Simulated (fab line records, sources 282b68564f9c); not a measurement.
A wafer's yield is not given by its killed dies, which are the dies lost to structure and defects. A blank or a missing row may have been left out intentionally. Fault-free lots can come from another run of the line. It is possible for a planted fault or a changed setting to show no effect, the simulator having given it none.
fab line records | flow rit-cmos
[record] lots = 14 | wafers = 42 | last-day = 7
route steps=202 shown NWELL@34 PLDD@159 M1@194
lots untouched by any fault: they come from a run of this same line in which no faults occurred
start-h: start of the lot's first displayed wafer, in hours after the record's first day | wait-h: hours elapsed since this lot's preceding step | " identical to the entry in the row above | L1.1+2: one row covering several wafers at once | - no value, or no start given | * or withheld: withheld | < > ~ a bound
route shown NAME@n: a module of which the file shows steps, and the number in the route of the first | usual: mean/standard deviation of fault-free wafers | same: alike in all rows | chamber/n: place in a boat | sites: each site's reading | _std_site: standard deviation across them | _edge_site: inner sites' mean taken away from outer sites' mean | radius-mm: how far each site lies from the wafer's centre | mask NAME#n: copy n | behind: tool/chamber where the wafer was last shaped | hold: why the lot went on hold/how many hours it stayed there/how the hold came to an end | device: whichever transistor did not switch (one of n, p or np) | end of line: at the end of the route, the tests of the same wafers | step lacking rows: just its recipe | killed: the dies lost at the first sort to structure and to defects; this is not the yield of the wafer | map: shows each die of a wafer: x if killed, . if not, _ if none is there
set.NAME: the setting as run; set.NAME@STEP: as run at that earlier step | model.NAME: the simulator's own value behind a step, which no gauge read
one table for each step of the route and one row for each wafer, over a sample of lots
services: when a tool's chamber went out of use (start-h, in hours from the record's first day, below 0 if earlier), for how many hours, and the reason
[[steps]]
[step RIT_NWELL_OVL_MEAS_06]
[usual] NWELL_OVL = 0.1/1.4
lot.wafer | tool       | chamber | start-h | wait-h | NWELL_OVL[nm]
L304.1    | overlay-02 | -       | 25.96   | -      | -0.8
L304.3    | "          | -       | "       | "      | 0.9
L304.5    | "          | -       | "       | "      | 0.1
L305.1    | overlay-02 | -       | 30.33   | -      | 2.3
L305.3    | "          | -       | "       | "      | 3.0
L305.6    | "          | -       | "       | "      | -1.1
L306.1    | overlay-02 | -       | 35.48   | -      | 0.1
L306.4    | "          | -       | "       | "      | 1.0
L306.5    | "          | -       | "       | "      | -1.9
L312.3    | overlay-01 | -       | 65.30   | -      | 0.8
L312.4    | "          | -       | "       | "      | 1.1
L312.6    | "          | -       | "       | "      | 1.6
L313.3    | overlay-02 | -       | 71.01   | -      | -1.8
L313.4    | "          | -       | "       | "      | 0.6
L313.5    | "          | -       | "       | "      | -0.5
L315.2    | overlay-01 | -       | 81.81   | -      | 2.4
L315.5    | "          | -       | "       | "      | 0.1
L315.6    | "          | -       | "       | "      | 0.6
L316.3    | overlay-01 | -       | 87.45   | -      | 1.3
L316.4    | "          | -       | "       | "      | -1.0
L316.5    | "          | -       | "       | "      | 1.0
L318.2    | overlay-01 | -       | 95.35   | -      | -0.7
L318.3    | "          | -       | "       | "      | -0.4
L318.4    | "          | -       | "       | "      | 0.2
L319.1    | overlay-02 | -       | 100.49  | -      | 1.5
L319.3    | "          | -       | "       | "      | 2.1
L319.5    | "          | -       | "       | "      | 2.2
L322.1    | overlay-01 | -       | 115.27  | -      | 3.2
L322.5    | "          | -       | "       | "      | 1.7
L322.6    | "          | -       | "       | "      | 1.1
L323.1    | overlay-01 | -       | 120.66  | -      | -1.4
L323.3    | "          | -       | "       | "      | 0.9
L323.6    | "          | -       | "       | "      | 1.3
L324.2    | overlay-01 | -       | 125.29  | -      | 0.9
L324.4    | "          | -       | "       | "      | -4.4
L324.5    | "          | -       | "       | "      | -0.5
L325.1    | overlay-01 | -       | 131.84  | -      | 0.2
L325.2    | "          | -       | "       | "      | -1.2
L325.4    | "          | -       | "       | "      | -0.2
L326.1    | overlay-02 | -       | 135.18  | -      | -1.5
L326.2    | "          | -       | "       | "      | -2.0
L326.3    | "          | -       | "       | "      | 0.4
[step RIT_NWELL_IMPLANT_08]
[recipe] species = P | energy-kev = 170 | dose-cm2 = 5e+13 | tilt-deg = 7
[usual] beam-energy-keV = 169.99/0.045
[same] implant-ion-amu = 31
lot.wafer | tool         | chamber | start-h | wait-h | beam-energy-keV
L304.1    | implanter-01 | 0       | 26.25   | 0.2    | 170.02
L304.3    | "            | 0       | "       | "      | 169.99
L304.5    | "            | 0       | "       | "      | 169.99
L305.1    | implanter-03 | 0       | 30.62   | 0.2    | 170.04
L305.3    | "            | 0       | "       | "      | 169.98
L305.6    | "            | 0       | "       | "      | 169.97
L306.1    | implanter-03 | 0       | 35.76   | 0.2    | 170.05
L306.4    | "            | 0       | "       | "      | 170.06
L306.5    | "            | 0       | "       | "      | 170.01
L312.3    | implanter-03 | 0       | 65.63   | 0.2    | 169.96
L312.4    | "            | 0       | "       | "      | 170.03
L312.6    | "            | 0       | "       | "      | 170.00
L313.3    | implanter-03 | 0       | 71.33   | 0.2    | 152.91
L313.4    | "            | 0       | "       | "      | 152.89
L313.5    | "            | 0       | "       | "      | 152.93
L315.2    | implanter-04 | 0       | 82.12   | 0.2    | 169.89
L315.5    | "            | 0       | "       | "      | 170.00
L315.6    | "            | 0       | "       | "      | 170.00
L316.3    | implanter-03 | 0       | 87.77   | 0.2    | 152.98
L316.4    | "            | 0       | "       | "      | 152.96
L316.5    | "            | 0       | "       | "      | 153.02
L318.2    | implanter-01 | 0       | 95.65   | 0.2    | 169.97
L318.3    | "            | 0       | "       | "      | 169.97
L318.4    | "            | 0       | "       | "      | 169.95
L319.1    | implanter-04 | 0       | 100.78  | 0.2    | 169.90
L319.3    | "            | 0       | "       | "      | 169.94
L319.5    | "            | 0       | "       | "      | 169.93
L322.1    | implanter-01 | 0       | 115.56  | 0.2    | 170.03
L322.5    | "            | 0       | "       | "      | 170.01
L322.6    | "            | 0       | "       | "      | 170.03
L323.1    | implanter-01 | 0       | 120.95  | 0.2    | 170.04
L323.3    | "            | 0       | "       | "      | 170.01
L323.6    | "            | 0       | "       | "      | 170.02
L324.2    | implanter-04 | 0       | 125.60  | 0.2    | 169.97
L324.4    | "            | 0       | "       | "      | 170.10
L324.5    | "            | 0       | "       | "      | 170.02
L325.1    | implanter-01 | 0       | 132.12  | 0.2    | 169.99
L325.2    | "            | 0       | "       | "      | 169.95
L325.4    | "            | 0       | "       | "      | 169.89
L326.1    | implanter-01 | 0       | 135.47  | 0.2    | 170.01
L326.2    | "            | 0       | "       | "      | 170.07
L326.3    | "            | 0       | "       | "      | 170.01
[step RIT_NWELL_TW_MEAS_10]
[usual] NWELL_TW = 2156/22
lot.wafer | tool          | chamber | start-h | wait-h | hold                     | NWELL_TW
L304.1    | film-metro-02 | -       | 26.57   | 0.1    | -                        | 2166
L304.3    | "             | -       | "       | "      | -                        | 2159
L304.5    | "             | -       | "       | "      | -                        | 2157
L305.1    | film-metro-02 | -       | 30.94   | 0.1    | -                        | 2147
L305.3    | "             | -       | "       | "      | -                        | 2158
L305.6    | "             | -       | "       | "      | -                        | 2162
L306.1    | film-metro-01 | -       | 36.09   | 0.1    | -                        | 2106
L306.4    | "             | -       | "       | "      | -                        | 2121
L306.5    | "             | -       | "       | "      | -                        | 2113
L312.3    | film-metro-02 | -       | 65.92   | 0.1    | -                        | 2164
L312.4    | "             | -       | "       | "      | -                        | 2157
L312.6    | "             | -       | "       | "      | -                        | 2161
L313.3    | film-metro-02 | -       | 71.63   | 0.1    | -                        | 2114
L313.4    | "             | -       | "       | "      | -                        | 2101
L313.5    | "             | -       | "       | "      | -                        | 2091
L315.2    | film-metro-01 | -       | 82.43   | 0.1    | -                        | 2103
L315.5    | "             | -       | "       | "      | -                        | 2112
L315.6    | "             | -       | "       | "      | -                        | 2105
L316.3    | film-metro-01 | -       | 88.06   | 0.1    | await-dispo/0.2h/release | 2075
L316.4    | "             | -       | "       | "      | await-dispo/0.2h/release | 2075
L316.5    | "             | -       | "       | "      | await-dispo/0.2h/release | 2067
L316.3    | film-metro-01 | -       | 88.29   | 0.2    | -                        | 2075
L316.4    | "             | -       | "       | "      | -                        | 2066
L316.5    | "             | -       | "       | "      | -                        | 2072
L318.2    | film-metro-02 | -       | 95.96   | 0.1    | -                        | 2161
L318.3    | "             | -       | "       | "      | -                        | 2158
L318.4    | "             | -       | "       | "      | -                        | 2160
L319.1    | film-metro-04 | -       | 101.10  | 0.1    | -                        | 2171
L319.3    | "             | -       | "       | "      | -                        | 2163
L319.5    | "             | -       | "       | "      | -                        | 2162
L322.1    | film-metro-04 | -       | 115.88  | 0.1    | -                        | 2169
L322.5    | "             | -       | "       | "      | -                        | 2176
L322.6    | "             | -       | "       | "      | -                        | 2168
L323.1    | film-metro-02 | -       | 121.27  | 0.1    | -                        | 2171
L323.3    | "             | -       | "       | "      | -                        | 2168
L323.6    | "             | -       | "       | "      | -                        | 2159
L324.2    | film-metro-04 | -       | 125.91  | 0.1    | -                        | 2186
L324.4    | "             | -       | "       | "      | -                        | 2193
L324.5    | "             | -       | "       | "      | -                        | 2177
L325.1    | film-metro-02 | -       | 132.45  | 0.1    | -                        | 2167
L325.2    | "             | -       | "       | "      | -                        | 2162
L325.4    | "             | -       | "       | "      | -                        | 2171
L326.1    | film-metro-02 | -       | 135.79  | 0.1    | -                        | 2179
L326.2    | "             | -       | "       | "      | -                        | 2169
L326.3    | "             | -       | "       | "      | -                        | 2172
[step RIT_SDANNEAL_RS_MEAS_06]
[recipe] thk-meas-gauge = four-point-probe
[usual] PLDD_RS = 178.4/0.43
lot.wafer | tool          | chamber | start-h | wait-h | PLDD_RS[ohm/sq]
L304.1    | film-metro-04 | -       | 55.46   | 0.1    | 178.7
L304.3    | "             | -       | "       | "      | 178.5
L304.5    | "             | -       | "       | "      | 178.7
L305.1    | film-metro-03 | -       | 59.01   | 0.1    | 177.7
L305.3    | "             | -       | "       | "      | 177.9
L305.6    | "             | -       | "       | "      | 177.9
L306.1    | film-metro-04 | -       | 65.45   | 0.1    | 178.1
L306.4    | "             | -       | "       | "      | 178.5
L306.5    | "             | -       | "       | "      | 178.6
L312.3    | film-metro-04 | -       | 97.89   | 0.1    | 178.7
L312.4    | "             | -       | "       | "      | 179.0
L312.6    | "             | -       | "       | "      | 178.1
L313.3    | film-metro-03 | -       | 105.54  | 0.1    | 178.8
L313.4    | "             | -       | "       | "      | 179.0
L313.5    | "             | -       | "       | "      | 178.5
L315.2    | film-metro-03 | -       | 112.15  | 0.1    | 178.2
L315.5    | "             | -       | "       | "      | 178.1
L315.6    | "             | -       | "       | "      | 178.1
L316.3    | film-metro-02 | -       | 117.95  | 0.1    | 178.6
L316.4    | "             | -       | "       | "      | 178.8
L316.5    | "             | -       | "       | "      | 178.8
L318.2    | film-metro-02 | -       | 125.43  | 0.1    | 178.4
L318.3    | "             | -       | "       | "      | 177.6
L318.4    | "             | -       | "       | "      | 178.1
L319.1    | film-metro-04 | -       | 132.73  | 0.1    | 178.1
L319.3    | "             | -       | "       | "      | 178.1
L319.5    | "             | -       | "       | "      | 178.1
L322.1    | film-metro-03 | -       | 145.75  | 0.1    | 178.8
L322.5    | "             | -       | "       | "      | 178.5
L322.6    | "             | -       | "       | "      | 178.7
L323.1    | film-metro-02 | -       | 148.84  | 0.1    | 178.7
L323.3    | "             | -       | "       | "      | 178.1
L323.6    | "             | -       | "       | "      | 178.1
L324.2    | film-metro-04 | -       | 156.37  | 0.1    | 178.1
L324.4    | "             | -       | "       | "      | 178.8
L324.5    | "             | -       | "       | "      | 177.9
L325.1    | film-metro-02 | -       | 160.81  | 0.1    | 178.1
L325.2    | "             | -       | "       | "      | 178.3
L325.4    | "             | -       | "       | "      | 177.9
L326.1    | film-metro-02 | -       | 165.30  | 0.1    | 178.8
L326.2    | "             | -       | "       | "      | 178.5
L326.3    | "             | -       | "       | "      | 178.8
[step RIT_M1_OVL_MEAS_10]
[usual] M1_OVL = 1.3/1.3
lot.wafer | tool       | chamber | start-h | wait-h | M1_OVL[nm]
L304.1    | overlay-01 | -       | 60.07   | 0.1    | 3.9
L304.3    | "          | -       | "       | "      | 2.0
L304.5    | "          | -       | "       | "      | 0.9
L305.1    | overlay-01 | -       | 63.62   | 0.1    | 0.4
L305.3    | "          | -       | "       | "      | 1.9
L305.6    | "          | -       | "       | "      | 1.7
L306.1    | overlay-01 | -       | 70.11   | 0.1    | 3.6
L306.4    | "          | -       | "       | "      | 3.7
L306.5    | "          | -       | "       | "      | 1.8
L312.3    | overlay-01 | -       | 102.57  | 0.1    | 2.0
L312.4    | "          | -       | "       | "      | 1.6
L312.6    | "          | -       | "       | "      | 0.7
L313.3    | overlay-01 | -       | 110.19  | 0.1    | -0.2
L313.4    | "          | -       | "       | "      | 2.1
L313.5    | "          | -       | "       | "      | 1.2
L315.2    | overlay-02 | -       | 116.93  | 0.1    | 0.1
L315.5    | "          | -       | "       | "      | -0.3
L315.6    | "          | -       | "       | "      | 0.1
L316.3    | overlay-02 | -       | 122.52  | 0.1    | 1.6
L316.4    | "          | -       | "       | "      | -0.1
L316.5    | "          | -       | "       | "      | 1.9
L318.2    | overlay-02 | -       | 130.13  | 0.1    | 0.7
L318.3    | "          | -       | "       | "      | 0.7
L318.4    | "          | -       | "       | "      | -0.2
L319.1    | overlay-01 | -       | 137.44  | 0.1    | 2.7
L319.3    | "          | -       | "       | "      | 1.6
L319.5    | "          | -       | "       | "      | 2.9
L322.1    | overlay-01 | -       | 150.35  | 0.1    | 2.7
L322.5    | "          | -       | "       | "      | 2.4
L322.6    | "          | -       | "       | "      | 1.1
L323.1    | overlay-01 | -       | 153.57  | 0.1    | 1.6
L323.3    | "          | -       | "       | "      | 0.5
L323.6    | "          | -       | "       | "      | 1.5
L324.2    | overlay-02 | -       | 161.08  | 0.1    | -1.2
L324.4    | "          | -       | "       | "      | -0.3
L324.5    | "          | -       | "       | "      | -1.6
L325.1    | overlay-01 | -       | 165.60  | 0.1    | 3.5
L325.2    | "          | -       | "       | "      | 5.3
L325.4    | "          | -       | "       | "      | 2.1
L326.1    | overlay-02 | -       | 170.32  | 0.1    | 1.3
L326.2    | "          | -       | "       | "      | 2.4
L326.3    | "          | -       | "       | "      | 3.3
[step RIT_M1_PROBE_99]
[usual] killed-at-contacts = 0.1/0.24 | killed-at-front-end = 6.8/2.8 | killed-dies = 6.9/2.8 | killed-open = 3.3/1.9 | killed-short = 3.5/1.8
[same] gross-dies = 264 | killed_at_M0_to_M3 = 0 | killed_at_M4_up = 0 | killed-at-back-side = 0 | killed-at-other = 0
lot.wafer | tool      | chamber | start-h | wait-h | killed-at-contacts | killed-at-front-end | killed-dies | killed-open | killed-short
L316.3    | prober-02 | -       | 125.15  | 0.2    | 0                  | 7                   | 7           | 5           | 2
L316.4    | prober-02 | -       | 125.20  | 0.2    | 0                  | 11                  | 11          | 5           | 6
L316.5    | prober-02 | -       | 125.25  | 0.2    | 0                  | 11                  | 11          | 7           | 4
L323.1    | prober-02 | -       | 156.12  | 0.1    | 0                  | 2                   | 2           | 0           | 2
L323.3    | prober-02 | -       | 156.22  | 0.2    | 0                  | 4                   | 4           | 2           | 2
L323.6    | prober-02 | -       | 156.37  | 0.2    | 0                  | 7                   | 7           | 3           | 4
// killed by level:class
L316.3 REOX:geometric-particle:open=2 FOX1:geometric-particle:open=1 GATE:geometric-particle:open=1 GATE:geometric-particle:short=1 SPACER:geometric-particle:short=1 SILICIDE:geometric-particle:open=1
L316.4 SILICIDE:geometric-particle:short=4 FOX1:geometric-particle:open=2 GATE:geometric-particle:open=2 FOX1:geometric-particle:short=1 SPACER:geometric-particle:short=1 SILICIDE:geometric-particle:open=1
L316.5 FOX1:geometric-particle:open=6 SPACER:geometric-particle:short=2 GATE:geometric-particle:short=1 GATE:geometric-particle:open=1 REOX:geometric-particle:short=1
L323.1 FOX2:geometric-particle:short=1 GATE:geometric-particle:short=1
L323.3 FOX1:geometric-particle:short=1 GATE:geometric-particle:short=1 GATE:geometric-particle:open=1 SILICIDE:geometric-particle:open=1
L323.6 GATE:geometric-particle:short=2 FOX1:geometric-particle:open=1 REOX:geometric-particle:short=1 REOX:geometric-particle:open=1 SILICIDE:geometric-particle:open=1 SILICIDE:geometric-particle:short=1
[[services]]
tool         | chamber | start-h | hours | kind
implanter-03 | -       | 4.27    | 13.8  | pm
implanter-04 | -       | 9.54    | 1.2   | repair
implanter-03 | -       | 19.57   | 8.0   | pm
implanter-01 | -       | 46.82   | 3.3   | repair
implanter-04 | -       | 61.84   | 4.6   | repair
implanter-04 | -       | 62.46   | 3.3   | repair
implanter-01 | -       | 63.66   | 3.1   | pm
implanter-03 | -       | 112.80  | 3.0   | repair
implanter-03 | -       | 128.96  | 4.0   | pm
implanter-04 | -       | 132.03  | 0.7   | repair
[[key]]
[first-sign] step = RIT_NWELL_IMPLANT_08 | reading = beam-energy-keV | direction = down | sigmas = 99+ | usual = 169.99 | struck = 152.95
[effect] step = RIT_NWELL_TW_MEAS_10 | reading = visit | direction = added
met-at RIT_NWELL_IMPLANT_08
struck-lots L313,L316
tester-left-out L313,L316
not-acting-at RIT_NWELL_OVL_MEAS_06,RIT_SDANNEAL_RS_MEAS_06,RIT_M1_OVL_MEAS_10
onset-between 65.63 71.33
[fault] kind = process-parameter-drift | tool = implanter-03 | chamber = - | onset-h = 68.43 | steps = RIT_NWELL_IMPLANT_08 | channel = energy-kev | offset = -17 | shape = step | end-h = 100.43 | acts-in = these-recipes-only | stated = 170
// tester-left-out: of these lots the tester's yield and bins aren't shown, on N5 and GAA mostly nor the transistor test; their killed dies are dies lost to structure and defects alone, not to doping, threshold or leakage, so they don't give the yield
